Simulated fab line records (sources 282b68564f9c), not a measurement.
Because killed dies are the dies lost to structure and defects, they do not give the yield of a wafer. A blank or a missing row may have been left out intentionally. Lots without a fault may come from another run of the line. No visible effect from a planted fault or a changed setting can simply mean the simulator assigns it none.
The tool behind it: which one? -- flow rit cmos -- 15 lots with 45 wafers sampled at 2 steps, on a route of 202 steps

## WHAT EACH GAUGE READ, for each wafer
RIT_M1_CD_MEAS_09 targets a cd of 2600 nm. Usual: 2599.2 nm for cd nm, sd 2.7.
lot,measured,on,cd nm (nm),flag
L274,day 3 16:05,cd sem-02,2600.2 2598.2 2597.6,
L276,day 4 03:46,cd sem-02,2600.7 2599.7 2599.1,
L277,day 4 09:28,cd sem-02,2601.3 2602.3 2599.8,
L278,day 4 12:35,cd sem-01,2593.3 2592.7 2592.1,
L279,day 4 17:20,cd sem-02,2596.8 2596.2 2597.2,
L280,day 4 22:05,cd sem-02,2599.7 2602.2 2598.8,
L281,day 5 04:15,cd sem-02,2613.4 2616.1 2615.5,OFF
L282,day 5 08:41,cd sem-01,2596.5 2596.4 2597.5,
L283,day 5 13:01,cd sem-02,2609.6 2611.4 2612.2,OFF
L284,day 5 17:46,cd sem-02,2614.5 2612.5 2613.7,OFF
L288,day 6 21:40,cd sem-01,2596.5 2593.7 2595.5,
L291,day 7 10:44,cd sem-01,2600.7 2598.2 2600.0,
L292,day 7 14:41,cd sem-02,2597.3 2597.6 2599.3,
L293,day 7 19:54,cd sem-01,2597.5 2599.3 2597.8,
L294,day 7 22:02,cd sem-02,2597.4 2599.4 2598.1,

## WHAT TOOL EACH LOT RAN ON (gives the tool, then ch and the chambers of the sampled wafers, and finally the start)
lot,RIT_M1_DEVELOP_08
L274,"litho track-04 ch 0, day 3 15:00"
L276,"litho track-01 ch 0, day 4 03:00"
L277,"litho track-02 ch 0, day 4 09:00"
L278,"litho track-02 ch 0, day 4 12:00"
L279,"litho track-01 ch 0, day 4 17:00"
L280,"litho track-02 ch 0, day 4 21:00"
L281,"litho track-02 ch 0, day 5 04:00"
L282,"litho track-01 ch 0, day 5 08:00"
L283,"litho track-02 ch 0, day 5 12:00"
L284,"litho track-02 ch 0, day 5 17:00"
L288,"litho track-04 ch 0, day 6 21:00"
L291,"litho track-01 ch 0, day 7 10:00"
L292,"litho track-04 ch 0, day 7 14:00"
L293,"litho track-01 ch 0, day 7 19:00"
L294,"litho track-04 ch 0, day 7 21:00"
- RIT_M1_DEVELOP_08: develop time 68 s.

## WHAT THE TOOLS THEMSELVES READ (means of the sampled wafers that have a number; where no wafer has one, the mark that the record gives instead)
The record holds no such reading with a usual standard deviation.

## THE ANSWER, worked out from the rows above alone
Rule: a lot is off if the mean of its wafers that have a number lies more than 3 standard deviations from the usual mean. A lot without any number at a reading at which 4 lots or more have one is off too. Where the step has rows for the other lots, those lots are counted as sound. First the gauges in route order, then the tools' own readings, where a lot's mean is used as printed above. At the first step where some lot is off, the reading lying furthest off is the one used; lots without a number count as furthest.
Off: L281, L283, L284, at RIT_M1_CD_MEAS_09 (cd nm).
A tool fits if, at a process step before that reading, it ran every lot that is off, and no sound lot after the first of them. The gauges at RIT_M1_CD_MEAS_09 are tried like those tools. One candidate fits, namely litho track-02 at RIT_M1_DEVELOP_08. A fault onset in the window from L280 (day 4 21:00, its last sound lot) to L281 (day 5 04:00, its first lot off) fits.

## WHAT WAS PUT IN BY THE SIMULATOR
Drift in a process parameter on litho track-02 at RIT_M1_DEVELOP_08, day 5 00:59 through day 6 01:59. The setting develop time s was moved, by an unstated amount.
Shown lots that were struck: L281, L283, L284. The same result came from the rule above.
